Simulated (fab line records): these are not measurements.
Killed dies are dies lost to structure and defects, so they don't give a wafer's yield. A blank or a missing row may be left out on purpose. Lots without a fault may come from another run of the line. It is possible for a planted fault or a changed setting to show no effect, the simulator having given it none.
Problem report in the 8D (eight disciplines) form, filled by code | flow berkeley_cmos170 | the parts of the form that need people (team, actions taken, sign-off) are left out

== 1. PROBLEM STATEMENT ==
Wafers free of any fault read 1256 (standard deviation 6.4) for NWELL_TW at UCB170_NWELL_TW_MEAS_16, against a mean of 1299 on 6 wafers of 2 lots. Measured from the usual mean, that is +6.8 standard deviations.
The first sign was on wafer L227.3 at day 3 21:50, on film_metro-03. At this step, 42 wafers from 14 lots have a number in the record. Rule for "out" (also "out of limits"): further than 4 standard deviations from the usual mean. The rest of the wafers with a number are treated as sound.

== 2. WHAT THIS IS AND IS NOT ==
question                    | is                     | is not
which readings at this step | NWELL_TW               | -
which lots                  | L227, L228             | L219, L220, L221, L223, L225, L226, L232, L233, L235, L237, L240, L241
which wafers of those lots  | all that have a number | -
read on which gauges        | film_metro-03          | film_metro-01, film_metro-02
when                        | from day 3 21:50       | up to then (15 sound wafers); but 21 sound wafers of L226, L232, L233, L235, L237, L240, L241 came after

== 3. WHAT RULES OUT EACH SUSPECT ==
Counting: a tool stays on the suspect list if, at a process step up to the reading, it processed all lots that are out and no sound lot following the first of them.
- ruled out: the gauge at UCB170_NWELL_TW_MEAS_16. All the wafers that are out were read on film_metro-03, but those of them that UCB170_NWELL_IMPLANT_14 has rows for are out there too, on other tools.
- implanter-02 at UCB170_NWELL_IMPLANT_14: kept. It ran every lot that is out, first L227 (day 3 21:37), and no sound lot after that; its last sound lot up to then is L225 (day 3 15:30). On those wafers its own readings are out: dose_ions_cm2.
Left after counting: implanter-02 at UCB170_NWELL_IMPLANT_14.

== 4. THE CAUSE (what the simulator had put in) ==
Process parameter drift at UCB170_NWELL_IMPLANT_14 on implanter-02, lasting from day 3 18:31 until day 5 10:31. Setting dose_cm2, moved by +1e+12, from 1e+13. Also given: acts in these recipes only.
This tool alone remained once counting was done.

== 5. SEQUENCE OF EFFECTS, ordered by route ==
Rows list readings where the struck wafers' mean (over those with a number) sits beyond 3 standard deviations from the usual. Only readings for which the record gives a usual standard deviation are gone through. hours: the time from each lot's start at the first step in this table that gives one to its start at this step, as a median over the lots. sigmas: the change in usual standard deviations.
hours | step                    | reading            | usual      | on struck wafers | change      | sigmas
0     | UCB170_NWELL_IMPLANT_14 | dose_ions_cm2      | 1.0002e+13 | 1.1009e+13       | +1.0068e+12 | +99 or more
0     | UCB170_NWELL_IMPLANT_14 | faraday_current_uA | 31.7       | 34.7             | +3.0        | +4.9
0     | UCB170_NWELL_TW_MEAS_16 | NWELL_TW           | 1256       | 1299             | +43         | +6.8
Here are the process steps it includes:
- UCB170_NWELL_IMPLANT_14
Later measuring or inspecting steps at which every struck wafer that the step has a row for has a number for every such reading, and none has moved that far: UCB170_ACTIVE_THK_MEAS_03.

== 6. WHAT WOULD HAVE CAUGHT IT SOONER ==
Counted from the fault's start at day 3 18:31, it took 3 hours until the first out-of-limits reading at a measuring or inspecting step in this record, taken at day 3 21:50.
The tool's own readings at UCB170_NWELL_IMPLANT_14 were out on every struck wafer that the step has a row for (dose_ions_cm2): an alarm limit on them would have fired on the first of those.
Of the lots that are out (2), L228 began UCB170_NWELL_IMPLANT_14 on implanter-02 after day 3 21:50. Had the tool been put on hold then, it would have been spared.
